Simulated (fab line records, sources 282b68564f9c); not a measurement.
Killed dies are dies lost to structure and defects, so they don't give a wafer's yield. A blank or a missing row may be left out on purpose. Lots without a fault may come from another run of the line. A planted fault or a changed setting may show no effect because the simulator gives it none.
Split-lot experiment | flow rit_cmos | 5 lots, 23 wafers read, on a route of 202 steps

THE SPLIT
At RIT_SILICIDE_SPUTTER_01 (material Ti, target thk 30 nm, time 240 s), the setting power_w was moved away from the recipe's 350 W on 11 of the 23 wafers read, by -3.7% to +8.7%. The other wafers ran this setting at the recipe's value.

FROM THE SPLIT TO THE READING: what the file shows between them, 1 step
- RIT_SILICIDE_RS_MEAS_02: measures by four-point-probe

THE READING
SILICIDE_TI_THK, in nm, at RIT_SILICIDE_THK_MEAS_03 (measures by xrf). Fault-free wafers of this fab line usually give 30.09 nm, standard deviation 0.26 nm.

wafer  | tool, chamber at the split | power_w as run, W | against the recipe | SILICIDE_TI_THK, nm | against lot-mates on the recipe
L078.1 | pvd_sputter-04, -          | 350               | recipe             | 29.85               | -
L078.3 | pvd_sputter-04, -          | 350               | recipe             | 30.06               | -
L078.5 | pvd_sputter-04, -          | 350               | recipe             | 29.87               | -
L079.1 | pvd_sputter-03, -          | 350               | recipe             | 30.30               | -
L079.3 | pvd_sputter-03, -          | 365.7             | +4.5%              | 31.75               | +1.38
L079.4 | pvd_sputter-03, -          | 365.7             | +4.5%              | 31.87               | +1.50
L079.5 | pvd_sputter-03, -          | 350               | recipe             | 30.43               | -
L079.6 | pvd_sputter-03, -          | 365.7             | +4.5%              | 31.68               | +1.31
L080.1 | pvd_sputter-04, -          | 372.9             | +6.5%              | 31.98               | +2.02
L080.3 | pvd_sputter-04, -          | 350               | recipe             | 29.90               | -
L080.4 | pvd_sputter-04, -          | 372.9             | +6.5%              | 31.80               | +1.84
L080.5 | pvd_sputter-04, -          | 350               | recipe             | 30.02               | -
L080.6 | pvd_sputter-04, -          | 372.9             | +6.5%              | 32.06               | +2.10
L082.1 | pvd_sputter-04, -          | 380.5             | +8.7%              | 32.49               | +2.30
L082.2 | pvd_sputter-04, -          | 350               | recipe             | 30.32               | -
L082.4 | pvd_sputter-04, -          | 380.5             | +8.7%              | 32.68               | +2.49
L082.5 | pvd_sputter-04, -          | 350               | recipe             | 30.06               | -
L082.6 | pvd_sputter-04, -          | 380.5             | +8.7%              | 32.89               | +2.70
L084.1 | pvd_sputter-04, -          | 350               | recipe             | 30.29               | -
L084.3 | pvd_sputter-04, -          | 336.9             | -3.7%              | 29.39               | -0.76
L084.4 | pvd_sputter-04, -          | 350               | recipe             | 30.16               | -
L084.5 | pvd_sputter-04, -          | 336.9             | -3.7%              | 29.25               | -0.90
L084.6 | pvd_sputter-04, -          | 350               | recipe             | 30.00               | -

THE FIT
A straight line over all 23 wafers: SILICIDE_TI_THK changes by +0.287 nm for each +1% of power_w; r = +0.98; the points scatter about the line by 0.22 nm.
The same after taking each lot's own level away (the mean of its wafers on the recipe; 23 wafers): +0.284 nm for each +1%; r = +0.99; scatter 0.14 nm.
On that fit, the largest move of power_w shifts the reading by 2.5 nm.
The lots' own levels span 29.927 to 30.365 nm, that is 1.7 times the standard deviation above.
So the lot-to-lot level changes the slope little: the two slopes agree.
Check: with one of the wafers moved furthest among these (+8.7%) left out of the fit, the line predicts +2.58 nm for it against its lot-mates. It came out at +2.3 nm against them.

OTHER SPLITS ON THESE WAFERS
These wafers also went through other splits before the reading. Each is held against what the fit with the lots' levels taken away leaves over:
other split on the same wafers  | wafers away from the commonest value | r with SILICIDE_TI_THK (lot level and that fit taken away)
RIT_GATE_SOFTBAKE_12 time_s     | 8                                    | +0.43
RIT_NLDD_IMPLANT_08 energy_kev  | 8                                    | +0.12
RIT_NSD_SOFTBAKE_02 temp_c      | 6                                    | +0.14
RIT_PSD_IMPLANT_08 energy_kev   | 8                                    | +0.27
RIT_SILICIDE_WET_ETCH_00 time_s | 15                                   | +0.07

THE WHOLE CHAIN: every reading that the file lists as answering this split, in the file's order
step                     | what it does                              | reading                                                                           | change (the file's fit)               | r (the file's)
RIT_SILICIDE_SPUTTER_01  | material Ti, target thk 30 nm, time 240 s | Ti_of_SILICIDE_SPUTTER_01.thk_nm (the simulator's own value, which no gauge read) | +0.287 nm for each +1% of the setting | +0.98
RIT_SILICIDE_RS_MEAS_02  | measures by four-point-probe              | SILICIDE_TI_RS                                                                    | -0.52 for each +1% of the setting     | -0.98
RIT_SILICIDE_THK_MEAS_03 | measures by xrf                           | SILICIDE_TI_THK                                                                   | +0.289 for each +1% of the setting    | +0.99

THE FILE'S OWN FIT
SILICIDE_TI_THK changes by +0.289 nm for each +1% of power_w, r = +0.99.
